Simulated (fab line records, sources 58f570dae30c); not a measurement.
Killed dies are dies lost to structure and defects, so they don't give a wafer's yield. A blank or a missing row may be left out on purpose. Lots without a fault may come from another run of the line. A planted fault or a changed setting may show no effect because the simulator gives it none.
Which tool did it? | flow berkeley_cmos170 | 15 lots, 45 wafers sampled, at 5 steps of a route of 331

WHAT THE GAUGES READ, wafer by wafer
UCB170_ACTIVE_CD_MEAS_90: target cd 1200 nm.
lot  | measured    | on        | cd_nm (nm)
L864 | day 5 16:16 | cd_sem-02 | 1198.1 1198.0 1199.4
L866 | day 5 16:22 | cd_sem-01 | 1200.3 1200.3 1202.2
L865 | day 5 16:47 | cd_sem-01 | 1198.2 1199.9 1198.4
L868 | day 6 06:21 | cd_sem-01 | 1201.0 1199.9 1200.3
L869 | day 6 06:37 | cd_sem-02 | 1199.1 1200.2 1201.2
L871 | day 6 20:36 | cd_sem-01 | 1200.4 1202.0 1200.6
L870 | day 6 20:44 | cd_sem-01 | 1200.6 1199.3 1201.9
L873 | day 7 10:56 | cd_sem-01 | 1201.2 1199.3 1199.4
L876 | day 8 00:58 | cd_sem-02 | 1199.8 1198.5 1199.2
L877 | day 8 01:04 | cd_sem-01 | 1199.5 1198.4 1200.4
L879 | day 8 07:29 | cd_sem-01 | 1199.4 1198.7 1200.3
L878 | day 8 07:48 | cd_sem-02 | 1198.6 1197.3 1197.4
L881 | day 9 00:17 | cd_sem-01 | 1197.7 1199.5 1196.3
L882 | day 9 10:29 | cd_sem-01 | 1200.6 1200.1 1201.5
L884 | day 9 10:43 | cd_sem-02 | 1201.6 1200.4 1202.5

UCB170_PFIELD_OVL_MEAS_06.
lot  | measured    | on         | PFIELD_OVL (nm)
L864 | day 5 18:05 | overlay-02 | -10 -7 -12
L866 | day 5 18:21 | overlay-01 | 3 -1 1
L865 | day 5 19:14 | overlay-01 | -5 -8 -9
L868 | day 6 08:07 | overlay-01 | -7 -2 -1
L869 | day 6 08:26 | overlay-02 | -9 -9 -5
L871 | day 6 21:43 | overlay-01 | -1 6 5
L870 | day 6 22:29 | overlay-01 | -8 -14 -14
L873 | day 7 13:08 | overlay-01 | -2 -8 -7
L876 | day 8 02:25 | overlay-01 | -2 -5 -1
L877 | day 8 02:40 | overlay-02 | -2 -5 -8
L879 | day 8 08:50 | overlay-01 | 1 1 -3
L878 | day 8 09:07 | overlay-01 | -8 -10
L882 | day 9 12:26 | overlay-02 | 1 -6 -6
L884 | day 9 12:59 | overlay-01 | -7 2 1

UCB170_SACOX_THK_MEAS_02.
lot  | measured     | on            | SACOX_OXIDE_THK (nm)
L864 | day 6 19:10  | film_metro-03 | 14.4 14.4 14.5
L866 | day 6 19:10  | film_metro-04 | 14.5 14.6 14.8
L865 | day 6 19:09  | film_metro-01 | 14.7 14.8 14.8
L868 | day 7 12:51  | film_metro-03 | 14.6 14.8 14.6
L869 | day 7 12:52  | film_metro-04 | 14.4 14.4 14.2
L871 | day 8 00:09  | film_metro-04 | 14.3 14.0 14.3
L870 | day 8 00:08  | film_metro-01 | 14.8 14.4 14.7
L873 | day 8 11:23  | film_metro-01 | 14.4 14.6 14.5
L876 | day 9 09:20  | film_metro-01 | 14.6 14.7 14.5
L877 | day 9 09:23  | film_metro-04 | 14.1 14.1 14.4
L879 | day 9 09:23  | film_metro-01 | 14.7 14.8 14.8
L878 | day 9 09:22  | film_metro-04 | 14.8 14.6
L882 | day 10 13:23 | film_metro-01 | 13.7 13.6 13.3
L884 | day 10 13:19 | film_metro-01 | 13.7 13.5 13.9

WHICH TOOL RAN EACH LOT (tool, then ch and the chambers of the sampled wafers, then the start)
lot  | UCB170_ACTIVE_ETCH_15             | UCB170_ACTIVE_STRIP_16
L864 | rie_diel-03 ch 1,3, day 5 16:02   | plasma_asher-04 ch 0,1, day 5 16:08
L866 | rie_diel-02 ch 2,3, day 5 16:09   | plasma_asher-01 ch 0,1, day 5 16:15
L865 | rie_diel-03 ch 2,3, day 5 16:35   | plasma_asher-03 ch 0,1, day 5 16:41
L868 | rie_diel-03 ch 0,1,2, day 6 06:09 | plasma_asher-04 ch 0,1, day 6 06:15
L869 | rie_diel-01 ch 1,2,3, day 6 06:23 | plasma_asher-03 ch 0,1, day 6 06:29
L871 | rie_diel-03 ch 1,2,3, day 6 20:22 | plasma_asher-01 ch 0,1, day 6 20:29
L870 | rie_diel-02 ch 0,1,3, day 6 20:32 | plasma_asher-04 ch 0,1, day 6 20:38
L873 | rie_diel-02 ch 0,1, day 7 10:44   | plasma_asher-04 ch 0,1, day 7 10:50
L876 | rie_diel-02 ch 1,2,3, day 8 00:46 | plasma_asher-04 ch 0,1, day 8 00:52
L877 | rie_diel-03 ch 0,2, day 8 00:52   | plasma_asher-03 ch 0,1, day 8 00:58
L879 | rie_diel-02 ch 0,1, day 8 07:14   | plasma_asher-01 ch 0,1, day 8 07:20
L878 | rie_diel-03 ch 0,2,3, day 8 07:36 | plasma_asher-04 ch 0,1, day 8 07:42
L881 | rie_diel-03 ch 1,2,3, day 9 00:05 | plasma_asher-01 ch 0,1, day 9 00:11
L882 | rie_diel-02 ch 1,2,3, day 9 10:17 | plasma_asher-04 ch 0,1, day 9 10:23
L884 | rie_diel-01 ch 0,1, day 9 10:30   | plasma_asher-01 ch 0,1, day 9 10:36
- UCB170_ACTIVE_ETCH_15: etches Si3N4 in CH3F/Ar/O2, stops on SiO2, target depth 242 nm, time 151 s.
- UCB170_ACTIVE_STRIP_16: strips in O2.

WHAT THE TOOLS THEMSELVES READ (means of the sampled wafers that have a number; where no wafer has one, the mark that the record gives instead)
UCB170_ACTIVE_ETCH_15.
lot  | tool        | CH3F_flow_sccm (sccm) | drypump_motor_current_A (A) | oes_product_au (a.u.) | throttle_valve_pct (%)
L864 | rie_diel-03 | 19.95                 | 5.6                         | 0.947                 | 8.07
L866 | rie_diel-02 | 19.98                 | 6.0                         | 0.935                 | 8.04
L865 | rie_diel-03 | 19.97                 | 5.1                         | 0.951                 | 8.21
L868 | rie_diel-03 | 19.99                 | 5.6                         | 0.956                 | 8.17
L869 | rie_diel-01 | 20.00                 | 5.7                         | 0.917                 | 8.07
L871 | rie_diel-03 | 19.99                 | 5.3                         | 0.943                 | 8.15
L870 | rie_diel-02 | 20.02                 | 5.6                         | 0.937                 | 8.07
L873 | rie_diel-02 | 20.04                 | 5.8                         | 0.937                 | 8.12
L876 | rie_diel-02 | 20.04                 | 5.9                         | 0.926                 | 8.08
L877 | rie_diel-03 | 19.92                 | 5.4                         | 0.946                 | 8.24
L879 | rie_diel-02 | 20.00                 | 5.7                         | 0.939                 | 8.07
L878 | rie_diel-03 | 19.98                 | 5.8                         | 0.937                 | 8.16
L881 | rie_diel-03 | 19.99                 | 5.3                         | 0.941                 | 8.15
L882 | rie_diel-02 | 19.96                 | 5.9                         | 0.931                 | 8.08
L884 | rie_diel-01 | 20.00                 | 5.6                         | 0.931                 | 8.19

UCB170_ACTIVE_STRIP_16.
lot  | tool            | drypump_motor_current_A (A) | o2_flow_sccm (sccm) | oes_product_au (a.u.) | strip_time_to_endpoint_s (s)
L864 | plasma_asher-04 | 5.6                         | 400.6               | 0.719                 | 18.09
L866 | plasma_asher-01 | 6.1                         | 399.8               | 0.721                 | 18.13
L865 | plasma_asher-03 | 5.7                         | 400.0               | 0.719                 | 18.10
L868 | plasma_asher-04 | 5.5                         | 399.9               | 0.718                 | 18.00
L869 | plasma_asher-03 | 5.7                         | 399.0               | 0.718                 | 18.19
L871 | plasma_asher-01 | 6.1                         | 400.1               | 0.718                 | 18.06
L870 | plasma_asher-04 | 5.5                         | 398.9               | 0.720                 | 18.17
L873 | plasma_asher-04 | 5.5                         | 401.2               | 0.722                 | 18.02
L876 | plasma_asher-04 | 5.5                         | 400.0               | 0.726                 | 18.09
L877 | plasma_asher-03 | 5.3                         | 399.6               | 0.721                 | 15.95
L879 | plasma_asher-01 | 6.1                         | 400.7               | 0.720                 | 18.22
L878 | plasma_asher-04 | 5.5                         | 399.1               | 0.717                 | 16.01
L881 | plasma_asher-01 | 6.0                         | 400.5               | 0.718                 | 15.77
L882 | plasma_asher-04 | 5.5                         | 398.8               | 0.719                 | 18.02
L884 | plasma_asher-01 | 6.0                         | 400.9               | 0.725                 | 18.04

THE ANSWER, worked out from the rows above alone
Rule: what is usual is taken from the lots themselves. Put in order of their means at a reading, lots are off if they are a third of the lots or fewer, leave a main group of 4 or more, and stand apart from it by a gap of 3 or more times the standard deviation of the main group's means; of several such gaps the widest counts. A main group whose means are all the same, to the digits that the tables above print for the reading, isn't used. A lot without any number at a reading at which 4 lots or more have one is off too. The other lots that the step has rows for count as sound. The gauges are gone through in route order, then the tools' own readings, and for those a lot's mean is taken as printed above. The first step at which some lot is off is used, and at that step the reading that is off furthest; a lot without a number counts as furthest.
Off: L877, L878, L881, at UCB170_ACTIVE_STRIP_16 (strip_time_to_endpoint_s). The main group: mean 18.09 s, standard deviation 0.068.
A tool fits if, at that step or a process step before it, it ran every lot that is off, and no sound lot after the first of them. One fits: rie_diel-03 at UCB170_ACTIVE_ETCH_15. Its last sound lot is L871 (day 6 20:22), its first lot that is off L877 (day 8 00:52): a fault that began between those two fits.

WHAT THE SIMULATOR HAD PUT IN
Process parameter drift: rie_diel-03, from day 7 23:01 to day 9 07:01, at UCB170_ACTIVE_ETCH_15. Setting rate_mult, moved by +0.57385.
Lots struck among those shown: L877, L878, L881. The rule above found the same.
